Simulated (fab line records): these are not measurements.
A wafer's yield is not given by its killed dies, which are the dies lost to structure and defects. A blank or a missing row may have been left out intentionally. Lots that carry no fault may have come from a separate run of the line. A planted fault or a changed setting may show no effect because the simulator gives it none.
Split-lot study -- flow berkeley-cmos170 -- on a route of 331 steps: 5 lots, 23 wafers read

ON THE SPLIT
At UCB170_V2_CMP_02 (polishes SiO2), the setting leave-above-ref-nm was moved away from the recipe's 1000 nm on 8 of the 23 wafers read, by -7.0% to +5.6%. The other wafers ran this setting at the recipe's value.

There is no step in the file separating the split from the reading.

THE READING
V2_POLISHED_THK (nm), taken at UCB170_V2_THK_MEAS_04. A value of 1000.4 nm with a standard deviation of 1.3 nm is what fault-free wafers of this fab line usually give.

wafer,"tool, chamber at the split","leave-above-ref-nm as run, nm",against the recipe,"V2_POLISHED_THK, nm",against lot-mates on the recipe
L075.1,"cmp-02, 0",1000,recipe,1003.2,-
L075.4,"cmp-02, 1",1000,recipe,1001.7,-
L075.6,"cmp-02, 1",1000,recipe,1001.1,-
L076.1,"cmp-02, 1",1000,recipe,1001.7,-
L076.2,"cmp-02, 0",1000,recipe,1004.4,-
L076.3,"cmp-02, 2",1000,recipe,1001.8,-
L076.5,"cmp-02, 1",1000,recipe,1001.8,-
L076.6,"cmp-02, 2",1000,recipe,1001.2,-
L077.1,"cmp-02, 2",1000,recipe,999.4,-
L077.3,"cmp-02, 1",934.1,-6.6%,933.0,-68.0
L077.4,"cmp-02, 0",1000,recipe,1002.5,-
L077.5,"cmp-02, 0",934.1,-6.6%,935.3,-65.7
L077.6,"cmp-02, 1",934.1,-6.6%,934.3,-66.7
L084.1,"cmp-02, 3",1000,recipe,1000.1,-
L084.2,"cmp-02, 0",930.1,-7.0%,933.1,-66.8
L084.3,"cmp-02, 2",1000,recipe,999.8,-
L084.4,"cmp-02, 1",1000,recipe,999.9,-
L084.6,"cmp-02, 1",930.1,-7.0%,929.3,-70.6
L083.1,"cmp-02, 1",1000,recipe,1000.0,-
L083.2,"cmp-02, 2",1056,+5.6%,1057.3,+57.0
L083.3,"cmp-02, 0",1056,+5.6%,1057.8,+57.5
L083.4,"cmp-02, 3",1000,recipe,1000.5,-
L083.5,"cmp-02, 2",1056,+5.6%,1057.2,+57.0

THE FIT
A straight line over all 23 wafers: V2_POLISHED_THK changes by +10.1 nm for each +1% of leave-above-ref-nm; r = +1.00; the points scatter about the line by 1.4 nm.
The same after taking each lot's own level away (the mean of its wafers on the recipe; 23 wafers): +10.1 nm for each +1%; r = +1.00; scatter 1.2 nm.
That fit puts the effect of the largest move of leave-above-ref-nm on the reading at 70 nm.
The span of the lots' own levels, 999.93 to 1002.18 nm, comes to 1.7 times the standard deviation stated above.
The two slopes agree, so the slope changes little with the lot-to-lot level.
Check: for one of the wafers moved furthest among these (-7.0%), held out of the fit, the line's prediction against its lot-mates is -70.9 nm. Against them it came out at -66.8 nm.

ADDITIONAL SPLITS CARRIED BY THESE WAFERS
Other splits were also applied to these wafers ahead of the reading. Each is held against what the fit with the lots' levels taken away leaves over:
other split on the same wafers,wafers away from the commonest value,r with V2_POLISHED_THK (lot level and that fit taken away)
UCB170_PSD_PEB_04 peb-temp-c,10,-0.25
UCB170_SDANNEAL_RTA_01 time-s,5,-0.16
UCB170_SILICIDE_SPUTTER_01 time-s,7,+0.19
UCB170_M1_SPUTTER_00 power-w,7,-0.06
UCB170_M1_METAL_ETCH_12 time-s,6,+0.07
UCB170_V1_ETCH_14 time-s,9,-0.08

THE WHOLE CHAIN: every reading that the file lists as answering this split, in the file's order
step,what it does,reading,change (the file's fit),r (the file's)
UCB170_V2_CMP_02,polishes SiO2,"SiO2_of_V2_CVD_00.thk-nm (the simulator's own value, which no gauge read)",+10 nm for each +1% of the setting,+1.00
UCB170_V2_THK_MEAS_04,,V2_POLISHED_THK,+10 for each +1% of the setting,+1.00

FILE'S OWN FIT
V2_POLISHED_THK changes by +10 nm for each +1% of leave-above-ref-nm, r = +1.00.
